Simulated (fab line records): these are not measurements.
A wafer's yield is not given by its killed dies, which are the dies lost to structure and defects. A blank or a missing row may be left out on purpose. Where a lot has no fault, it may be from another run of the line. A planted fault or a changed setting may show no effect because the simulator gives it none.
The same fault as seen by 2 desks :: flow berkeley_cmos170 :: each desk has only its own numbers; what lay behind them comes last

## AT THE METROLOGY DESK
What the gauges read for every lot (on any tool): the sampled wafers with a number, averaged. Any lot whose mean is over 4 standard deviations away from the usual mean is out of limits and marked OUT; that distance is given in the brackets.
Columns: A = cd_nm at UCB170_M3_CD_MEAS_15, usual 700.2 nm; B = M3_OVL at UCB170_M3_OVL_MEAS_16, usual 4 nm
lot: L130
first seen here: day 9 04:16
A: 701.5
B: 7

lot: L140
first seen here: day 12 09:59
A: 699.7
B: 10

lot: L141
first seen here: day 12 14:28
A: 698.1
B: 9

lot: L147
first seen here: day 13 21:03
A: 698.8
B: 1

lot: L151
first seen here: day 14 07:55
A: 700.8
B: 0

lot: L150
first seen here: day 14 10:11
A: 699.9
B: 5
This desk found nothing out of limits on any of the 6 lots.

## TOOL OWNER'S DESK, rie_metal-03
The tool's own readings at UCB170_M3_METAL_ETCH_18 (etches Al in Cl2/BCl3, stops on SiO2, target depth 1170 nm, time 195 s): means of the sampled wafers that have a number, for each lot that ran on this tool. Any lot whose mean is over 4 standard deviations away from the usual mean is out of limits and marked OUT; that distance is given in the brackets.
Columns: A = drypump_motor_current_A at UCB170_M3_METAL_ETCH_18, usual 5.9 A; B = oes_product_au at UCB170_M3_METAL_ETCH_18, usual 0.846 a.u.; C = throttle_valve_pct at UCB170_M3_METAL_ETCH_18, usual 24.49 %
lot: L130
first seen here: day 9 04:29
A: 5.6
B: 0.839
C: 24.46

lot: L140
first seen here: day 12 10:11
A: 5.7
B: 0.866
C: 24.44

lot: L141
first seen here: day 12 14:40
A: 5.6
B: 0.886
C: 24.44
This desk found nothing out of limits on any of the 3 lots.

## TAKEN TOGETHER
From the metrology desk's view, nothing was out of limits.
The desk of the tool owner found nothing out of limits.

## WHAT HAD BEEN PUT IN BY THE SIMULATOR
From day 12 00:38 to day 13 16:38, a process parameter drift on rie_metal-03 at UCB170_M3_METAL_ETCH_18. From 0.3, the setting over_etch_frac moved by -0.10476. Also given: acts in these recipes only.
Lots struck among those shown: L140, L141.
